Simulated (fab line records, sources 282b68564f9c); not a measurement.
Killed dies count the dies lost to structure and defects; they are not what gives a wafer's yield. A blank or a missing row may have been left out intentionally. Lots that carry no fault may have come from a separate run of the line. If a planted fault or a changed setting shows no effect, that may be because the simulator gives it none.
Lot-split experiment / flow rit-cmos / route with 202 steps; 5 lots, 23 wafers read

## ABOUT THE SPLIT
At RIT_PRETRO_IMPLANT_08, the setting energy-kev was moved away from the recipe's 45 on 10 of the 23 wafers read, by -2.9% to +4.3%. This setting was run at the recipe's value on the other wafers.

The reading is taken at the split's own step.

## THE READING
implant.drp-nm (the simulator's own value, which no gauge read), in nm, at RIT_PRETRO_IMPLANT_08. The file gives no usual value for it.

wafer=L074.1; tool, chamber at the split=implanter-01, 0; energy-kev as run=43.71; against the recipe=-2.9%; implant.drp-nm, nm=54.13; against lot-mates on the recipe=-0.94
wafer=L074.5; tool, chamber at the split=implanter-01, 0; energy-kev as run=43.71; against the recipe=-2.9%; implant.drp-nm, nm=54.13; against lot-mates on the recipe=-0.94
wafer=L074.2; tool, chamber at the split=implanter-01, 0; energy-kev as run=45; against the recipe=recipe; implant.drp-nm, nm=55.07; against lot-mates on the recipe=-
wafer=L074.3; tool, chamber at the split=implanter-01, 0; energy-kev as run=45; against the recipe=recipe; implant.drp-nm, nm=55.07; against lot-mates on the recipe=-
wafer=L074.4; tool, chamber at the split=implanter-01, 0; energy-kev as run=45; against the recipe=recipe; implant.drp-nm, nm=55.07; against lot-mates on the recipe=-
wafer=L081.1; tool, chamber at the split=implanter-01, 0; energy-kev as run=44.14; against the recipe=-1.9%; implant.drp-nm, nm=54.44; against lot-mates on the recipe=-0.63
wafer=L081.2; tool, chamber at the split=implanter-01, 0; energy-kev as run=44.14; against the recipe=-1.9%; implant.drp-nm, nm=54.44; against lot-mates on the recipe=-0.63
wafer=L081.5; tool, chamber at the split=implanter-01, 0; energy-kev as run=44.14; against the recipe=-1.9%; implant.drp-nm, nm=54.44; against lot-mates on the recipe=-0.63
wafer=L081.3; tool, chamber at the split=implanter-01, 0; energy-kev as run=45; against the recipe=recipe; implant.drp-nm, nm=55.07; against lot-mates on the recipe=-
wafer=L081.4; tool, chamber at the split=implanter-01, 0; energy-kev as run=45; against the recipe=recipe; implant.drp-nm, nm=55.07; against lot-mates on the recipe=-
wafer=L083.1; tool, chamber at the split=implanter-02, 0; energy-kev as run=45; against the recipe=recipe; implant.drp-nm, nm=55.07; against lot-mates on the recipe=-
wafer=L083.3; tool, chamber at the split=implanter-02, 0; energy-kev as run=45; against the recipe=recipe; implant.drp-nm, nm=55.07; against lot-mates on the recipe=-
wafer=L083.6; tool, chamber at the split=implanter-02, 0; energy-kev as run=45; against the recipe=recipe; implant.drp-nm, nm=55.07; against lot-mates on the recipe=-
wafer=L083.2; tool, chamber at the split=implanter-02, 0; energy-kev as run=46.94; against the recipe=+4.3%; implant.drp-nm, nm=56.46; against lot-mates on the recipe=+1.39
wafer=L083.5; tool, chamber at the split=implanter-02, 0; energy-kev as run=46.94; against the recipe=+4.3%; implant.drp-nm, nm=56.46; against lot-mates on the recipe=+1.39
wafer=L084.3; tool, chamber at the split=implanter-04, 0; energy-kev as run=45; against the recipe=recipe; implant.drp-nm, nm=55.07; against lot-mates on the recipe=-
wafer=L084.5; tool, chamber at the split=implanter-04, 0; energy-kev as run=45; against the recipe=recipe; implant.drp-nm, nm=55.07; against lot-mates on the recipe=-
wafer=L084.6; tool, chamber at the split=implanter-04, 0; energy-kev as run=45; against the recipe=recipe; implant.drp-nm, nm=55.07; against lot-mates on the recipe=-
wafer=L085.1; tool, chamber at the split=implanter-02, 0; energy-kev as run=46.8; against the recipe=+4.0%; implant.drp-nm, nm=56.36; against lot-mates on the recipe=+1.29
wafer=L085.2; tool, chamber at the split=implanter-02, 0; energy-kev as run=46.8; against the recipe=+4.0%; implant.drp-nm, nm=56.36; against lot-mates on the recipe=+1.29
wafer=L085.6; tool, chamber at the split=implanter-02, 0; energy-kev as run=46.8; against the recipe=+4.0%; implant.drp-nm, nm=56.36; against lot-mates on the recipe=+1.29
wafer=L085.3; tool, chamber at the split=implanter-02, 0; energy-kev as run=45; against the recipe=recipe; implant.drp-nm, nm=55.07; against lot-mates on the recipe=-
wafer=L085.4; tool, chamber at the split=implanter-02, 0; energy-kev as run=45; against the recipe=recipe; implant.drp-nm, nm=55.07; against lot-mates on the recipe=-

FIT RESULTS
A straight line over all 23 wafers: implant.drp-nm changes by +0.324 nm for each +1% of energy-kev; r = +1.00; the points scatter about the line by 0.0047 nm.
The same after taking each lot's own level away (the mean of its wafers on the recipe; 23 wafers): +0.324 nm for each +1%; r = +1.00; scatter 0.0047 nm.
That fit puts the effect of the largest move of energy-kev on the reading at 1.4 nm.
The lots' own levels span 55.070 to 55.070 nm.
The two slopes agree, so the slope changes little with the lot-to-lot level.
Check: for one of the wafers moved furthest among these (+4.3%), held out of the fit, the line's prediction against its lot-mates is +1.4 nm. Against them it came out at +1.39 nm.

## THESE WAFERS: OTHER SPLITS
Note: prior to the reading, these wafers also went through further splits. Each is held against what the fit with the lots' levels taken away leaves over:
other split on the same wafers=RIT_ACTIVE_CVD_03 pressure-mtorr; wafers away from the commonest value=18; r with implant.drp-nm (lot level and that fit taken away)=+0.01
other split on the same wafers=RIT_ACTIVE_COAT_06 resist-thk-nm; wafers away from the commonest value=10; r with implant.drp-nm (lot level and that fit taken away)=-0.29
other split on the same wafers=RIT_ACTIVE_ETCH_13 time-s; wafers away from the commonest value=9; r with implant.drp-nm (lot level and that fit taken away)=+0.29
other split on the same wafers=RIT_FOX2_OXIDATION_00 ox-time-s; wafers away from the commonest value=15; r with implant.drp-nm (lot level and that fit taken away)=+0.19
other split on the same wafers=RIT_PWELL_SOFTBAKE_02 temp-c; wafers away from the commonest value=10; r with implant.drp-nm (lot level and that fit taken away)=+0.10
other split on the same wafers=RIT_NRETRO_IMPLANT_08 dose-cm2; wafers away from the commonest value=6; r with implant.drp-nm (lot level and that fit taken away)=-0.51

## THE WHOLE CHAIN: every reading that the file lists as answering this split, in the file's order
step=RIT_PRETRO_IMPLANT_08; what it does=; reading=implant.rp-nm (the simulator's own value, which no gauge read); change (the file's fit)=+1.36 nm for each +1% of the setting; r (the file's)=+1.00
step=RIT_PRETRO_IMPLANT_08; what it does=; reading=implant.drp-nm (the simulator's own value, which no gauge read); change (the file's fit)=+0.324 nm for each +1% of the setting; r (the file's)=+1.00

## THE FILE'S OWN FIT
implant.drp-nm changes by +0.324 nm for each +1% of energy-kev, r = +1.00.
